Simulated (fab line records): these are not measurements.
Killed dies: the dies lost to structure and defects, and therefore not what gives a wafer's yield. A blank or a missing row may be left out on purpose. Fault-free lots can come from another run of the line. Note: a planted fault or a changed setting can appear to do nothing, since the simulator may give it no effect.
Struck lot and sound lot, side by side | flow berkeley-cmos170 | 14 steps out of a route of 331
Sound: wafers L271.3, L271.4, L271.6. Struck: wafers L259.2, L259.3, L259.6. Last of all comes the cause.
Per side, at each step with rows, come the tool, then ch with its chambers, and then its first start. Under that, the readings that differ: sound wafers | struck wafers | difference of the means | sigmas: that difference in standard deviations of wafers without a fault.
alike: words and numbers the same on both sides, and readings whose means are apart by under 2 such deviations; not compared: readings that were withheld, readings missing a value for some wafer, numbers with overlapping values and no deviation given by the record, and bounds like >300 which may hide the same value.
A row with sigmas, a row that says differs or no value, or rows on one side alone: a step with any of these is where the two part. Numbers that have no deviation but don't overlap get no sigmas and don't part them. A reading missing from all wafers of one side parts the sides only when that side holds two or more wafers.

first, 4 steps without rows for these wafers: UCB170_NVT_SOFTBAKE_02 (time 60 s); UCB170_NVT_EXPOSE_03 (exposes mask PWELL, target cd 3000 nm); UCB170_NVT_PEB_04; UCB170_NVT_DEVELOP_05 (develop time 45 s).
UCB170_NVT_OVL_MEAS_06:
  sound on overlay-02, day 11 02:19; struck on overlay-01, day 8 04:38
  alike: NVT_OVL
following that, these wafers have no rows for 1 step: UCB170_NVT_IMPLANT_07.
UCB170_NVT_STRIP_08: strips in O2.
  sound on plasma-asher-03 ch 0,1, day 11 02:32; struck on plasma-asher-02 ch 0,1, day 8 04:49
  reading                     | sound       | struck      | difference | sigmas
  drypump-motor-current-A (A) | 4.8 4.8 4.8 | 6.7 5.8 5.8 | +1.3       | +2
  alike: oes-product-au, strip-time-to-endpoint-s
  not compared: rf-hours-counter-h
UCB170_NVT_TW_MEAS_09:
  sound on film-metro-04, day 11 02:37; struck on film-metro-03, day 8 04:55
  alike: NVT_TW
then, 4 steps without rows for these wafers: UCB170_NVT_CLEAN_10 (cleans in SPM, time 600 s); UCB170_PVT_HMDS_00 (prime time 60 s); UCB170_PVT_COAT_01 (resist thk 900 nm); UCB170_PVT_SOFTBAKE_02 (time 60 s).
UCB170_PVT_EXPOSE_03: exposes mask NWELL, target cd 3000 nm.
  struck on krf-scanner-02, day 8 06:29; sound on krf-scanner-02 ch 0, day 11 04:06
  no value came back on the struck wafers for exposure-dose-mJ-cm2, focus-offset-nm (nm), na; on the sound wafers exposure-dose-mJ-cm2 reads 29.957 29.993 30.011
  alike: mask
following that, these wafers have no rows for 1 step: UCB170_PVT_PEB_04.

## WHERE THEY PART
First at UCB170_NVT_STRIP_08; last, within this record, at UCB170_PVT_EXPOSE_03.

WHY: the cause the simulator had injected
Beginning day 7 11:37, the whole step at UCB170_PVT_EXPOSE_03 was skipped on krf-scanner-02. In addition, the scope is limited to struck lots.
